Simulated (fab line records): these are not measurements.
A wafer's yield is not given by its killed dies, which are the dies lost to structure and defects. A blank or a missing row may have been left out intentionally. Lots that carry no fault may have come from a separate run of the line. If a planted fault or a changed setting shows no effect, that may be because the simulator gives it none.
Problem report, 8D (eight disciplines) form, completed by code ; flow berkeley-cmos170 ; the parts of the form that need people (team, actions taken, sign-off) are left out

== 1. PROBLEM STATEMENT ==
Wafers without a fault read 1199.6 nm, standard deviation 1.4; cd-nm at UCB170_NLDD_CD_MEAS_06 reads a mean of 1210.6 nm on 6 wafers belonging to 2 lots. That is +7.8 standard deviations from the usual mean.
The step: target cd 1200 nm.
First observed at day 9 09:37: wafer L665.2, on cd-sem-02. Wafers with a number at this step in the record: 42, from 14 lots. By rule, "out" or "out of limits" means more than 4 standard deviations away from the usual mean. The other wafers with a number count as sound.

== 2. WHAT IT IS, AND WHAT IT ISN'T ==
question;is;is not
which readings at this step;cd-nm;-
which lots;L664, L665;L649, L650, L652, L653, L655, L656, L657, L658, L659, L660, L671, L672
which wafers of those lots;all that have a number;-
read on which gauges;cd-sem-01, cd-sem-02;-
when;from day 9 09:37;"up to then (30 sound wafers); but 6 sound wafers of L671, L672 came after"

== 3. SUSPECTS, AND WHAT RULES EACH OUT ==
Counting: a tool at any process step up to the reading remains a suspect when it ran all the lots that are out and ran no sound lot after the first of those.
- the gauge at UCB170_NLDD_CD_MEAS_06 has been ruled out. Those wafers that are out were read across 2 gauges (cd-sem-01, cd-sem-02).
- litho-track-01 at UCB170_NLDD_PEB_04: kept. It ran every lot that is out, first L665 (day 9 09:21), and no sound lot after that; its last sound lot up to then is L660 (day 8 06:23). Its own heater-power-total-W, plate-temp-C readings are out on those wafers.
Remaining after the count: litho-track-01 at UCB170_NLDD_PEB_04.

== 4. THE CAUSE (what the simulator had put in) ==
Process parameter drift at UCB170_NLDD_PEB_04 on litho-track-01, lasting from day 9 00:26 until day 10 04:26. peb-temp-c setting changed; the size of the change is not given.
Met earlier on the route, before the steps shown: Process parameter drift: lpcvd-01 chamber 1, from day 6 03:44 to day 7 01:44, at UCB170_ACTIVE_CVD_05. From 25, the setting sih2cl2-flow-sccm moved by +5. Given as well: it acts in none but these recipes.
After counting, this tool was the only one left.

== 5. THE CHAIN OF EFFECTS, in route order ==
Each row: a reading where the mean over the struck wafers with a number is more than 3 standard deviations away from the usual. Scope: only readings with a usual standard deviation given in the record; hours: median across lots of the time from each lot's start at the first step in this table that gives one to its start at this step; sigmas: change in usual standard deviations.
hours;step;reading;usual;on struck wafers;change;sigmas
0;UCB170_NLDD_PEB_04;heater-power-total-W;56.81 W;57.74;+0.93;+22
0;UCB170_NLDD_PEB_04;plate-temp-C;130.02 C;131.59;+1.57;+10
0;UCB170_NLDD_CD_MEAS_06;cd-nm;1199.6 nm;1210.6;+11.0;+7.8
It contains these process steps:
- UCB170_NLDD_PEB_04

== 6. WHAT WOULD HAVE CAUGHT IT SOONER ==
Counted from the fault's start at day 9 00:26, it took 9 hours until the first out-of-limits reading at a measuring or inspecting step in this record, taken at day 9 09:37.
The tool's own readings at UCB170_NLDD_PEB_04 were out on every struck wafer that the step has a row for (heater-power-total-W, plate-temp-C): an alarm limit on them would have fired on the first of those.
By day 9 09:37, every lot that is out (2) had started UCB170_NLDD_PEB_04 on litho-track-01. Holding the tool at that point would not have protected any of them.
